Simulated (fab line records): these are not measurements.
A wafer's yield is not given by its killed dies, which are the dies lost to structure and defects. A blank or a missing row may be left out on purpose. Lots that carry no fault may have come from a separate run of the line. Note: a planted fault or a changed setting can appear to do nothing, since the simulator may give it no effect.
Struck lot and sound lot, side by side | flow ritCmos | 17 steps out of a route of 202
Sound: these wafers, L539.2, L539.3, L539.6. The struck wafers were L536.2, L536.3, L536.4. The cause is given at the end.
Order at every step that has rows: each side's tool, ch and its chambers, its first start. Under that, the readings that differ: sound wafers | struck wafers | difference of the means | sigmas: that difference in standard deviations of wafers without a fault.
alike: a reading whose means differ by less than 2 such deviations, as well as words and numbers matching on both sides. not compared: withheld readings; readings where some wafer has no value; bounds like >300 that might hide an equal value; numbers whose values overlap and for which the record gives no deviation.
The two part at a step that has a row with sigmas, a row that says differs or no value, or rows on one side only. Numbers that don't overlap but have no deviation are shown without sigmas and don't part them. A reading that every wafer of one side lacks parts them only if that side has two wafers or more.

first, 1 step without rows for these wafers: RIT_PRETRO_DEVELOP_05 (develop time 68 s).
RIT_PRETRO_OVL_MEAS_06:
  struck on overlay-01, day 4 14:26; sound on overlay-02, day 5 04:46
reading         | sound          | struck      | difference | sigmas
PRETRO_OVL (nm) | -3.0 -2.3 -3.4 | 3.7 2.3 0.8 | +5.2       | +3
then, 2 steps without rows for these wafers: RIT_PRETRO_HARDBAKE_07 (time 120 s); RIT_PRETRO_IMPLANT_08.
RIT_PRETRO_STRIP_09: strips in O2, time 180 s.
  sound on plasmaAsher-04 ch 0,1, day 5 05:12; struck on plasmaAsher-04 ch 0,1, day 4 14:55
  alike: drypumpMotorCurrentA
  not compared: rfHoursCounterH
RIT_PRETRO_TW_MEAS_10:
  struck on filmMetro-03, day 4 15:06; sound on filmMetro-01, day 5 05:23
reading   | sound       | struck      | difference | sigmas
PRETRO_TW | 459 462 460 | 480 482 481 | +21        | +2
then, 5 steps without rows for these wafers: RIT_GATE_WET_ETCH_00 (etches SiO2 in BOE, target depth 56 nm, time 60 s); RIT_GATE_CLEAN_01 (cleans in SC1, time 600 s); RIT_GATE_CLEAN_02 (cleans in dHF, time 30 s); RIT_GATE_CLEAN_03 (cleans in SC2, time 600 s); RIT_GATE_CLEAN_04 (cleans in dHF, time 60 s).
RIT_FOX2_THK_MEAS_91:
  struck on filmMetro-03, day 4 15:35; sound on filmMetro-04, day 5 05:52
  alike: FIELD_OXIDE_LEFT_2_THK
RIT_GATE_OXIDATION_05: target thk 3 nm, ox time 270 s.
  sound on furnace-04 ch 0, day 5 05:55; struck on furnace-02 ch 0, day 4 15:38
reading                                    | sound             | struck           | difference | sigmas
oxTimeS (s)                                | 270 270 270       | 324 324 324      | +54        | 
spikeTcSourceC (C)                         | 919 920 922       | 926 927 928      | +7         | +2
zonePowerSourcePct (%)                     | 23.6 23.6 24.0    | 28.6 29.3 28.9   | +5.2       | +2
model.SiO2_of_GATE_OXIDATION_05.thkNm (nm) | 2.972 2.982 2.935 | 3.424 3.45 3.423 | +0.469     | 
  alike: tubeCenterTempC, tube_center_temp_C_max
then, 1 step without rows for these wafers: RIT_GATE_ANNEAL_06 (time 600 s).
RIT_GATE_THK_MEAS_07:
  struck on filmMetro-01, day 4 16:58; sound on filmMetro-04, day 5 07:19
reading             | sound          | struck         | difference | sigmas
GATE_OXIDE_THK (nm) | 2.99 2.98 2.85 | 3.44 3.43 3.44 | +0.50      | +8
then, 1 step without rows for these wafers: RIT_GATE_CVD_08 (deposits poly-Si from SiH4, target thk 250 nm, time 2220 s).
RIT_M1_PROBE_99:
  struck on prober-02, day 5 15:37; sound on prober-01, day 6 07:22
reading                          | sound             | struck            | difference | sigmas
model.etest.pmos_0p3.rOnOhmUm    | 6185 6231 6010    | 6968 7076 6909    | +842       | 
model.etest.pmosTurned.rOnOhmUm  | 3340 3324 3194    | 3602 3662 3568    | +325       | 
model.etest.pmos_0p15.rOnOhmUm   | 2710 2736 2601    | 2906 2943 2894    | +232       | 
model.etest.nmos_0p3.rOnOhmUm    | 2187 2189 2139    | 2332 2362 2331    | +170       | 
model.etest.nmos_0p15.rOnOhmUm   | 1175 1155 1138    | 1180 1184 1182    | +26        | 
model.etest.nmos_0p15.driveUaUm  | 456.7 458.4 477.1 | 431 424.7 436.4   | -33        | 
model.etest.nmosNarrow.driveUaUm | 223.9 225.2 232.6 | 194.7 188.2 194.5 | -34.8      | 
model.etest.nmos_0p3.driveUaUm   | 223.2 224.2 229.8 | 195.3 191 194.1   | -32.3      | 
  alike: killedAtContacts, killedAtFrontEnd, killedDies, killedOpen, killedShort

## WHERE THEY PART
Earliest at RIT_PRETRO_OVL_MEAS_06; latest, in this record, at RIT_GATE_THK_MEAS_07. Later steps at which nothing parts them and some readings are alike: RIT_M1_PROBE_99.

WHY: the cause the simulator had injected
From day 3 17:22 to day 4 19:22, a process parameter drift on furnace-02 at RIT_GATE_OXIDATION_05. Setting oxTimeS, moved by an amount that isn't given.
